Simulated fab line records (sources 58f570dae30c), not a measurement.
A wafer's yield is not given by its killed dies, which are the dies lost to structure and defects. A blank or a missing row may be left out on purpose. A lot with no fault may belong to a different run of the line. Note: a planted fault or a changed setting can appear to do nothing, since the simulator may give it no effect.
8D (eight disciplines) problem report, filled in by code	flow berkeley_cmos170	the parts of the form that need people (team, actions taken, sign-off) are left out

## 1. THE ISSUE
rf_fwd_power_W at UCB170_CONTACT_ETCH_17 reads a mean of 414.4 W on 6 wafers of 2 lots; wafers without a fault read 494.9 W with a standard deviation of 2. Measured from the usual mean, that is -40 standard deviations.
The step: etches BARC in N2/H2.
First seen on wafer L773.2, day 10 05:49, on rie_diel-03. At this step, 42 wafers from 14 lots have a number in the record. The rule behind "out" and "out of limits": a value lying over 4 standard deviations away from the usual mean. The other wafers with a number count as sound.

## 2. WHAT IT IS, WHAT IT ISN'T
question	is	is not
which readings at this step	rf_fwd_power_W	drypump_motor_current_A, throttle_valve_pct
which lots	L773, L781	L759, L761, L762, L763, L764, L765, L767, L770, L771, L772, L774, L782
which wafers of those lots	all that have a number	-
read on which tools	rie_diel-03	rie_diel-01, rie_diel-04
when	from day 10 05:49	up to then (33 sound wafers); but 3 sound wafers of L782 came after

## 3. SUSPECTS, AND WHAT RULES EACH OUT
Counting: any tool at a process step up to the reading is kept as a suspect provided that every lot that is out went through it and no sound lot did after the first of them.
- rie_diel-03 at UCB170_CONTACT_ETCH_17 (etches BARC in N2/H2): kept. All lots that are out passed through it, beginning with L773 at day 10 05:49, and no sound lot followed; its final sound lot before that point was L771 at day 9 15:22. On those wafers its own readings are out: rf_fwd_power_W.
Remaining after the count: rie_diel-03 at UCB170_CONTACT_ETCH_17.

## 4. THE CAUSE (what the simulator had put in)
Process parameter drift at UCB170_CONTACT_ETCH_17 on rie_diel-03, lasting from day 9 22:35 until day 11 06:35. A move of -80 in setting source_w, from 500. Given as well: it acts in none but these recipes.
Only this tool survived the counting.

## 5. SEQUENCE OF EFFECTS, ordered by route
Each row: a reading where the mean over the struck wafers with a number is more than 3 standard deviations away from the usual. Scope: only readings with a usual standard deviation given in the record; hours: median across lots of the time from each lot's start at the first step in this table that gives one to its start at this step; sigmas: change in usual standard deviations.
hours	step	reading	usual	on struck wafers	change	sigmas
0	UCB170_CONTACT_ETCH_17	oes_product_au	0.998 a.u.	0.927	-0.071	-3.7
0	UCB170_CONTACT_ETCH_17	rf_fwd_power_W	494.9 W	414.4	-80.5	-40
It contains these process steps:
- UCB170_CONTACT_ETCH_17: etches BARC in N2/H2.
Later steps that measure or inspect, where all struck wafers having a row at the step show a number for every such reading and not one has moved that far: UCB170_M1_CD_MEAS_09.

## 6. HOW IT WOULD HAVE BEEN CAUGHT EARLIER
In this record the first reading out of limits was taken at day 10 05:49, 7 hours after the fault began at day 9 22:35.
